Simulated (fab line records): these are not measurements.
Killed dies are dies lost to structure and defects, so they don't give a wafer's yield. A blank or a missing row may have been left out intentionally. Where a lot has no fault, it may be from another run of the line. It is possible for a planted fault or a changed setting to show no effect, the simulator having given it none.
A struck lot beside a sound one ; flow rit-cmos ; 27 out of 202 route steps
Sound: these wafers, L803.1, L803.2, L803.3. The struck wafers were L813.1, L813.3, L813.4. The cause comes at the end.
Order at every step that has rows: each side's tool, ch and its chambers, its first start. Under that, the readings that differ: sound wafers ; struck wafers ; difference of the means ; sigmas: that difference in standard deviations of wafers without a fault.
alike: same words and numbers on both sides, and readings whose means sit less than 2 such deviations apart. not compared: any withheld reading, any reading some wafer has no value for, any bound like >300 that may hide the same value, and any number with overlapping values for which the record gives no deviation.
Wherever a step has rows on one side only, a row that says differs or no value, or a row with sigmas, the two part there. Numbers that have no deviation but don't overlap get no sigmas and don't part them. Lack of a reading on every wafer of one side parts them only where that side has two or more wafers.

first, 4 steps without rows for these wafers: RIT_CONTACT_SOFTBAKE_04 (time 60 s); RIT_CONTACT_EXPOSE_05 (exposes mask M11, target cd 1000 nm); RIT_CONTACT_PEB_06; RIT_CONTACT_DEVELOP_07 (develop time 120 s).
RIT_CONTACT_CD_MEAS_08 targets a cd of 1000 nm.
  struck on cd-sem-02, day 5 06:47; sound on cd-sem-02, day 3 05:15
  alike: cd-nm
RIT_CONTACT_OVL_MEAS_09:
  struck on overlay-01, day 5 06:54; sound on overlay-02, day 3 05:22
  alike: CONTACT_OVL
then, 1 step without rows for these wafers: RIT_CONTACT_HARDBAKE_10 (time 60 s).
RIT_CONTACT_ETCH_11: etches SiO2 in CHF3/CF4/Ar, stops on TiSi2, target depth 480 nm, time 320 s.
  sound on rie-diel-03 ch 0,1,2, day 3 05:33; struck on rie-diel-03 ch 0,1,3, day 5 07:05
  alike: drypump-motor-current-A, oes-product-au, throttle-valve-pct
  not compared: rf-hours-counter-h
RIT_CONTACT_STRIP_12: strips in O2, time 180 s.
  sound on plasma-asher-01 ch 0,1, day 3 05:45; struck on plasma-asher-02 ch 0,1, day 5 07:17
  alike: drypump-motor-current-A
  not compared: rf-hours-counter-h
RIT_CONTACT_CD_MEAS_90 targets a cd of 1000 nm.
  struck on cd-sem-01, day 5 07:28; sound on cd-sem-01, day 3 05:55
  alike: cd-nm
then, 2 steps without rows for these wafers: RIT_CONTACT_CLEAN_13 (cleans in SC1, time 600 s); RIT_CONTACT_CLEAN_14 (cleans in SC2, time 600 s).
RIT_M1_SPUTTER_00: material Al, target thk 400 nm, time 500 s.
  struck on pvd-sputter-04, day 5 07:56; sound on pvd-sputter-03, day 3 06:25
reading;sound;struck;difference;sigmas
model.Al_of_M1_SPUTTER_00.thk-nm (nm);390 396 396.8;260.3 265.1 263.6;-131.3;
  alike: throttle-valve-pct
RIT_M1_RS_MEAS_01: a four-point-probe measurement.
  struck on film-metro-02, day 5 08:15; sound on film-metro-03, day 3 06:42
reading;sound;struck;difference;sigmas
M1_AL_RS (ohm/sq);0.0754 0.0741 0.0741;0.1143 0.1120 0.1128;+0.0385;+54
RIT_M1_THK_MEAS_02: measures by xrf.
  struck on film-metro-02, day 5 08:22; sound on film-metro-03, day 3 06:49
reading;sound;struck;difference;sigmas
M1_AL_THK (nm);394 402 403;264 269 268;-133;-28
then, 6 steps without rows for these wafers: RIT_M1_HMDS_03 (prime time 60 s); RIT_M1_COAT_04 (resist thk 1300 nm); RIT_M1_SOFTBAKE_05 (time 60 s); RIT_M1_EXPOSE_06 (exposes mask M12, target cd 2600 nm); RIT_M1_PEB_07; RIT_M1_DEVELOP_08 (develop time 68 s).
RIT_M1_CD_MEAS_09 targets a cd of 2600 nm.
  struck on cd-sem-01, day 5 09:19; sound on cd-sem-02, day 3 07:46
reading;sound;struck;difference;sigmas
cd-nm (nm);2603.0 2600.9 2605.5;2595.4 2596.3 2597.4;-6.8;-3
RIT_M1_OVL_MEAS_10:
  struck on overlay-01, day 5 09:26; sound on overlay-01, day 3 07:53
  alike: M1_OVL
then, 1 step without rows for these wafers: RIT_M1_HARDBAKE_11 (time 120 s).
RIT_M1_METAL_ETCH_12: etches Al in Cl2/BCl3, stops on SiO2, time 165 s, target depth 600 nm.
  sound on rie-metal-01 ch 0,1, day 3 08:10; struck on rie-metal-03 ch 0,1, day 5 09:43
reading;sound;struck;difference;sigmas
oes-product-au (a.u.);0.749 0.746 0.754;0.638 0.622 0.651;-0.113;-7
  alike: drypump-motor-current-A, throttle-valve-pct
  not compared: rf-hours-counter-h
then, 1 step without rows for these wafers: RIT_M1_STRIP_13 (strips in nmp, time 600 s).
RIT_M1_PROBE_99:
  struck on prober-01, day 5 11:58; sound on prober-01, day 3 10:25
reading;sound;struck;difference;sigmas
killed_at_M0_to_M3;0 0 0;1 0 0;+0;+2
model.etest.m1.rs-ohm-sq;0.07446 0.07294 0.07307;0.1109 0.1095 0.11;+0.0366;
model.etest.antenna-m1.vt-shift-v (V);-0.01294 -0.01157 -0.008346;-0.02184 -0.01847 -0.01779;-0.00841;
  alike: defect-limited-yield, killed-at-contacts, killed-at-front-end, killed-dies, killed-open, killed-short, sort_bin_3_pad_short, sort_bin_5_function, sort_bin_6_memory, sort-n-pass, sort-yield-pct

== WHERE THEY PART ==
Earliest at RIT_M1_RS_MEAS_01; latest, in this record, at RIT_M1_PROBE_99.

WHY: what the simulator had put in
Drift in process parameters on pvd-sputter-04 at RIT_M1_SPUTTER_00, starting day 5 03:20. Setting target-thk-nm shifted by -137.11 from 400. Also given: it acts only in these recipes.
